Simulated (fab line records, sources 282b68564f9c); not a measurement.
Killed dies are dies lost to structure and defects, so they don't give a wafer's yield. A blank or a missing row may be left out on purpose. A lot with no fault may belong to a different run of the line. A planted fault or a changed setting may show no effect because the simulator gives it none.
A single fault, viewed from 2 desks | flow rit_cmos | every desk sees just its own numbers, and what lay behind them comes last

AT THE METROLOGY DESK
What the gauges read, lot by lot, whatever tool the lot ran on: means of the sampled wafers that have a number. A lot is out of limits, marked OUT, if its mean lies more than 4 standard deviations from the usual mean; the brackets give that distance.
Columns: A = NRETRO_OVL at RIT_NRETRO_OVL_MEAS_06, usual 0.2 nm; B = REOX_OXIDE_THK at RIT_REOX_THK_MEAS_04, usual 25.2 nm; C = PLDD_TW at RIT_PLDD_TW_MEAS_10, usual 2356; D = PLDD_RS at RIT_SDANNEAL_RS_MEAS_06, usual 178.7 ohm/sq
lot  | first seen here | A    | B    | C               | D
L503 | day 2 09:45     | 0.6  | 25.7 | 2384            | 179.4
L504 | day 2 16:20     | 1.2  | 25.7 | 2383            | 178.8
L505 | day 2 18:56     | -1.7 | 25.4 | 2335            | 178.4
L506 | day 2 22:25     | -0.6 | 25.8 | 2381            | 179.1
L507 | day 3 06:37     | 0.5  | 25.2 | 2399            | 178.5
L508 | day 3 11:39     | 0.5  | 25.0 | 2340            | 178.3
L510 | day 4 02:11     | -2.1 | 25.0 | 2347            | 179.3
L512 | day 4 09:54     | 1.7  | 25.6 | 2350            | 178.1
L513 | day 4 13:25     | 0.2  | 25.7 | 2373            | 178.0
L514 | day 4 17:51     | 1.1  | 24.8 | 2352            | 178.5
L515 | day 4 19:12     | -0.2 | 25.3 | 2332            | 178.5
L522 | day 6 09:26     | 0.7  | 24.5 | 2329            | 178.3
L523 | day 6 14:41     | -0.9 | 24.7 | 2506 (+7.5) OUT | 163.8 (-29) OUT
L524 | day 7 01:08     | -1.4 | 24.9 | 2550 (+9.7) OUT | 164.3 (-28) OUT
Finding of this desk: L523, L524 out of limits, first seen on L523 at day 7 11:24 (PLDD_TW at RIT_PLDD_TW_MEAS_10). L503, L504, L505, L506, L507, L508, L510, L512, L513, L514, L515, L522: within limits.

THE TOOL OWNER'S DESK: implanter-03
RIT_PLDD_IMPLANT_08, tool's own readings: per-lot mean of the sampled wafers with a number, covering each lot this tool ran. A lot is out of limits, marked OUT, if its mean lies more than 4 standard deviations from the usual mean; the brackets give that distance.
Columns: A = beam_energy_keV at RIT_PLDD_IMPLANT_08, usual 20.000
lot  | first seen here | A
L504 | day 3 10:25     | 19.995
L507 | day 4 04:04     | 20.008
L508 | day 4 06:41     | 19.995
L512 | day 5 03:56     | 20.004
L513 | day 5 07:07     | 20.003
L515 | day 5 13:35     | 20.002
L523 | day 7 11:04     | 26.000 (+99 or more) OUT
L524 | day 7 21:28     | 25.996 (+99 or more) OUT
This desk finds L523, L524 out of limits, L523 being first, at day 7 11:04 (beam_energy_keV at RIT_PLDD_IMPLANT_08). L504, L507, L508, L512, L513, L515: within limits.

BROUGHT TOGETHER
The tool owner's desk had the chance to raise an alarm at day 7 11:04 on L523, L524.
Metrology desk: alarm possible at day 7 11:24 on L523, L524.
All the named lots went through RIT_PLDD_IMPLANT_08 on implanter-03.

WHAT THE SIMULATOR HAD INSERTED
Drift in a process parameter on implanter-03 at RIT_PLDD_IMPLANT_08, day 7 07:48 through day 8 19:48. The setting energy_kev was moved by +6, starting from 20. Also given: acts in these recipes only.
Lots struck among those shown: L523, L524.
Time in hours from fault onset to the first out-of-limits reading at each desk: tool owner's desk 3, metrology desk 4.
